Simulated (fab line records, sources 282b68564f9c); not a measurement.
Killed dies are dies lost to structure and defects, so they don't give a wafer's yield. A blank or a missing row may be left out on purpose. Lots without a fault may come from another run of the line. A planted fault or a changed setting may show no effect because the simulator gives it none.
Problem report in the 8D (eight disciplines) form, filled by code | flow rit_cmos | the parts of the form that need people (team, actions taken, sign-off) are left out

1. THE PROBLEM
REOX_OXIDE_THK at RIT_REOX_THK_MEAS_04 reads a mean of 27.9 nm on 6 wafers of 2 lots; wafers without a fault read 25.4 nm with a standard deviation of 0.54. That is +4.7 standard deviations from the usual mean.
First seen on wafer L713.2, day 4 14:07, on film_metro-01. The record holds 42 wafers of 14 lots with a number at this step. Rule for "out", or "out of limits": more than 4 standard deviations from the usual mean. The other wafers with a number count as sound.

2. WHAT IT IS AND WHAT IT IS NOT
question                    | is                     | is not
which readings at this step | REOX_OXIDE_THK         | -
which lots                  | L713, L714             | L704, L705, L707, L708, L709, L710, L711, L712, L722, L723, L724, L726
which wafers of those lots  | all that have a number | -
read on which gauges        | film_metro-01          | film_metro-02, film_metro-04
when                        | from day 4 14:07       | up to then (24 sound wafers); but 12 sound wafers of L722, L723, L724, L726 came after

3. SUSPECTS, AND WHAT RULES EACH OUT
Counting: a tool at a process step up to the reading stays a suspect if it ran every lot that is out and no sound lot after the first of them.
- the gauge at RIT_REOX_THK_MEAS_04: ruled out. All the wafers that are out were read on film_metro-01, but those of them that RIT_REOX_OXIDATION_03 has rows for are out there too, on other tools.
- furnace-04 at RIT_REOX_OXIDATION_03 (target thk 25.2 nm, ox time 5580 s): kept. It ran every lot that is out, first L713 (day 4 11:33), and no sound lot after that; its last sound lot up to then is L710 (day 3 19:31). Its own readings are out on those wafers: spike_tc_source_C, tube_center_temp_C, tube_center_temp_C_max.
Left after counting: furnace-04 at RIT_REOX_OXIDATION_03.

4. THE CAUSE (what the simulator had put in)
Process parameter drift: furnace-04, from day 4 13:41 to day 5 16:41, at RIT_REOX_OXIDATION_03. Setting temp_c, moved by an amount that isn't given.
Counting left only this tool.

5. THE CHAIN OF EFFECTS, in route order
Each row: a reading whose mean over the struck wafers that have a number lies more than 3 standard deviations from the usual. Only readings for which the record gives a usual standard deviation are gone through. hours: the time from each lot's start at the first step in this table that gives one to its start at this step, as a median over the lots. sigmas: the change in usual standard deviations.
hours | step                  | reading                | usual    | on struck wafers | change | sigmas
0     | RIT_REOX_OXIDATION_03 | spike_tc_centre_C      | 903.9 C  | 912.1            | +8.2   | +5.1
0     | RIT_REOX_OXIDATION_03 | spike_tc_source_C      | 925.0 C  | 933.8            | +8.8   | +8.0
0     | RIT_REOX_OXIDATION_03 | tube_center_temp_C     | 900.01 C | 908.05           | +8.04  | +98
0     | RIT_REOX_OXIDATION_03 | tube_center_temp_C_max | 902.3    | 910.5            | +8.2   | +20
3     | RIT_REOX_THK_MEAS_04  | REOX_OXIDE_THK         | 25.4 nm  | 27.9             | +2.6   | +4.7
The process steps in it:
- RIT_REOX_OXIDATION_03: target thk 25.2 nm, ox time 5580 s.

6. WHAT WOULD HAVE CAUGHT IT SOONER
In this record the first reading out of limits at a measuring or inspecting step was taken at day 4 14:07, 0 hours after the fault began at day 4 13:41.
The tool's own readings at RIT_REOX_OXIDATION_03 were out on every struck wafer that the step has a row for (spike_tc_source_C, tube_center_temp_C, tube_center_temp_C_max): an alarm limit on them would have fired on the first of those.
Of the lots that are out (2), L714 began RIT_REOX_OXIDATION_03 on furnace-04 after day 4 14:07. A hold on the tool at that time would have spared it.
